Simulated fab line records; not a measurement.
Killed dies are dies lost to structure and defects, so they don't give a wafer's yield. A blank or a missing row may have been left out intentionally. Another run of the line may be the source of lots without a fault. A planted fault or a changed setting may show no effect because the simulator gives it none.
Chamber matching ; flow berkeley-cmos170 ; pecvd-04 running UCB170_V2_CVD_00: 3 sister chambers
The step deposits SiO2 from TEOS/O2, target thk 2000 nm, time 250 s. 6 wafers are shown with their chamber, then 8 later ones without.

== WAFERS, EACH WITH ITS CHAMBER ==
wafer;chamber;heater-power-w (W)
L500.4;2;268
L499.1;2;320
L502.1;1;191
L502.4;0;206
L502.6;1;142
L507.2;0;236

== WAFERS MISSING THEIR CHAMBER ==
wafer;heater-power-w (W)
L507.3;283
L507.4;300
L512.1;300
L512.2;161
L512.5;205
L514.3;263
L514.5;145
L514.6;205

== CHAMBER TAKEN BY EACH ==
wafer;from the rows above;in truth
L507.3;can't be placed: 2 or 0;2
L507.4;2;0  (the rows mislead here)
L512.1;2;2
L512.2;can't be placed: 1 or 0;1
L512.5;can't be placed: 0 or 1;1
L514.3;can't be placed: 2 or 0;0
L514.5;can't be placed: 1 or 0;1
L514.6;can't be placed: 0 or 1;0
Placed correctly: 1 of 8. Not placeable from these rows: 6 (in 6, the candidates include the true chamber). Wrongly placed: 1.
How it was worked out, from the rows above alone: a wafer's distance from a chamber is the root of the sum, over the readings, of the square of ((its reading less the chamber's mean) divided by the reading's scatter). If the next closest chamber is less than 2 further off than the closest, the wafer can't be placed; otherwise it belongs to the closest. The mean given for a chamber averages the wafers shown for that chamber. The scatter: take each reading less its chamber's mean, square it, sum over the shown wafers, divide by the number of wafers less the number of chambers, and take the root.
